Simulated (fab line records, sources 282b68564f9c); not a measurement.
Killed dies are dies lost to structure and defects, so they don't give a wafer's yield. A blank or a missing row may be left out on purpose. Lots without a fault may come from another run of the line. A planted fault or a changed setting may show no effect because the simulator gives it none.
Problem report in the 8D (eight disciplines) form, filled by code | flow rit_cmos | the parts of the form that need people (team, actions taken, sign-off) are left out

1. THE PROBLEM
PSD_RS at RIT_SDANNEAL_RS_MEAS_04 reads a mean of 93.8 ohm/sq on 6 wafers of 2 lots; wafers without a fault read 115.9 ohm/sq with a standard deviation of 0.32. That is -69 standard deviations from the usual mean.
The step: measures by four-point-probe.
First seen on wafer L170.1, day 5 03:29, on film_metro-02. The record holds 42 wafers of 14 lots with a number at this step. Rule for "out", or "out of limits": more than 4 standard deviations from the usual mean. The other wafers with a number count as sound.

2. WHAT IT IS AND WHAT IT IS NOT
question                    | is                           | is not
which readings at this step | PSD_RS                       | -
which lots                  | L170, L172                   | L160, L161, L162, L164, L165, L166, L167, L175, L177, L179, L181, L183
which wafers of those lots  | all that have a number       | -
read on which gauges        | film_metro-02, film_metro-04 | film_metro-03
when                        | from day 5 03:29             | up to then (21 sound wafers); but 15 sound wafers of L175, L177, L179, L181, L183 came after

3. SUSPECTS, AND WHAT RULES EACH OUT
Counting: a tool at a process step up to the reading stays a suspect if it ran every lot that is out and no sound lot after the first of them.
- the gauge at RIT_SDANNEAL_RS_MEAS_04: ruled out. The wafers that are out were read on 2 gauges (film_metro-02, film_metro-04).
- rtp_anneal-02 at RIT_SDANNEAL_RTA_03 (time 5 s): kept. It ran every lot that is out, first L170 (day 5 03:26), and no sound lot after that; its last sound lot up to then is L166 (day 4 07:45). Its own readings are out on those wafers: wafer_temp_C_max.
Left after counting: rtp_anneal-02 at RIT_SDANNEAL_RTA_03.

4. THE CAUSE (what the simulator had put in)
Process parameter drift: rtp_anneal-02, from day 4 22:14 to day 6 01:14, at RIT_SDANNEAL_RTA_03. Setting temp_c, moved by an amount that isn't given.
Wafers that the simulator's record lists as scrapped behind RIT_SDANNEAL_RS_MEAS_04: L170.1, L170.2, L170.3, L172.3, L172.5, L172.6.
Counting left only this tool.

5. THE CHAIN OF EFFECTS, in route order
Each row: a reading whose mean over the struck wafers that have a number lies more than 3 standard deviations from the usual. Only readings for which the record gives a usual standard deviation are gone through. hours: the time from each lot's start at the first step in this table that gives one to its start at this step, as a median over the lots. sigmas: the change in usual standard deviations.
hours | step                    | reading          | usual        | on struck wafers | change | sigmas
0     | RIT_SDANNEAL_RTA_03     | wafer_temp_C_max | 1053.5       | 1086.2           | +32.7  | +30
0     | RIT_SDANNEAL_RS_MEAS_04 | PSD_RS           | 115.9 ohm/sq | 93.8             | -22.1  | -69
The process steps in it:
- RIT_SDANNEAL_RTA_03: time 5 s.

6. WHAT WOULD HAVE CAUGHT IT SOONER
In this record the first reading out of limits at a measuring or inspecting step was taken at day 5 03:29, 5 hours after the fault began at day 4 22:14.
The tool's own readings at RIT_SDANNEAL_RTA_03 were out on every struck wafer that the step has a row for (wafer_temp_C_max): an alarm limit on them would have fired on the first of those.
Of the lots that are out (2), L172 began RIT_SDANNEAL_RTA_03 on rtp_anneal-02 after day 5 03:29. A hold on the tool at that time would have spared it.
